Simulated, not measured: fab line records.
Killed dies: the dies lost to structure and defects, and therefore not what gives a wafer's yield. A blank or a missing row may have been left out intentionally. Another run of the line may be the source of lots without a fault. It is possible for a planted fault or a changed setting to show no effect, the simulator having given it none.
Which tool is to blame? -- flow ritCmos -- Sampling: 7 lots, 21 wafers, 3 of 202 route steps

WHAT THE GAUGES READ, wafer by wafer
RIT_M1_CD_MEAS_09: the cd target is 2600 nm.
lot,measured,on,cdNm (nm)
L362,day 3 12:23,cdSem-02,2599.2 2598.7 2600.5
L364,day 4 02:49,cdSem-01,2598.6 2601.2 2601.4
L367,day 4 14:35,cdSem-02,2598.3 2599.2 2598.6
L369,day 5 04:47,cdSem-02,2602.0 2602.3 2601.6
L373,day 5 22:30,cdSem-01,- - -
L377,day 6 16:25,cdSem-02,- - -
L382,day 7 22:56,cdSem-01,2599.1 2600.1 2598.5

WHAT TOOL EACH LOT RAN ON (gives the tool, then ch and the chambers of the sampled wafers, and finally the start)
lot,RIT_SILICIDE_RTA_06,RIT_M1_DEVELOP_08
L362,"rtpAnneal-01 ch 0, day 3 08:37","lithoTrack-04 ch 0, day 3 12:00"
L364,"rtpAnneal-01 ch 0, day 3 22:53","lithoTrack-03 ch 0, day 4 02:00"
L367,"rtpAnneal-01 ch 0, day 4 10:47","lithoTrack-03 ch 0, day 4 14:00"
L369,"rtpAnneal-01 ch 0, day 5 00:57","lithoTrack-03 ch 0, day 5 04:00"
L373,"rtpAnneal-01 ch 0, day 5 18:37","lithoTrack-03 ch 0, day 5 22:00"
L377,"rtpAnneal-01 ch 0, day 6 12:25","lithoTrack-03 ch 0, day 6 16:00"
L382,"rtpAnneal-01 ch 0, day 7 19:17","lithoTrack-01 ch 0, day 7 22:00"
- RIT_SILICIDE_RTA_06: time 10 s, ramp up 5 s, ramp down 10 s.
- RIT_M1_DEVELOP_08: develop time 68 s.

THE ANSWER, worked out from the rows above alone
Rule: the usual values come from the lots themselves. Put in order of their means at a reading, lots are off if they are a third of the lots or fewer, leave a main group of 4 or more, and stand apart from it by a gap of 3 or more times the standard deviation of the main group's means; of several such gaps the widest counts. Not used: any main group whose means are identical at the precision the tables above print for the reading. Also off: a lot with no number at a reading for which 4 or more lots have one. Any other lot the step has rows for is counted as sound.
Off, at RIT_M1_CD_MEAS_09 on cdNm: L373, L377. Without a number there: L373, L377. The main group has a mean of 2600.0 nm with a standard deviation of 1.1.
A tool fits if, at a process step before that reading, it ran every lot that is off, and no sound lot after the first of them. Gauges at RIT_M1_CD_MEAS_09: tried the same way as those tools. One fits: lithoTrack-03 at RIT_M1_DEVELOP_08. Its last sound lot is L369 (day 5 04:00), its first lot that is off L373 (day 5 22:00): a fault that began between those two fits.

WHAT THE SIMULATOR HAD PUT IN
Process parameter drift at RIT_M1_DEVELOP_08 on lithoTrack-03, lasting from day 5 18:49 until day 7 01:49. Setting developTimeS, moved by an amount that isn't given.
Struck lots among those shown: L373, L377. The rule above found the same.
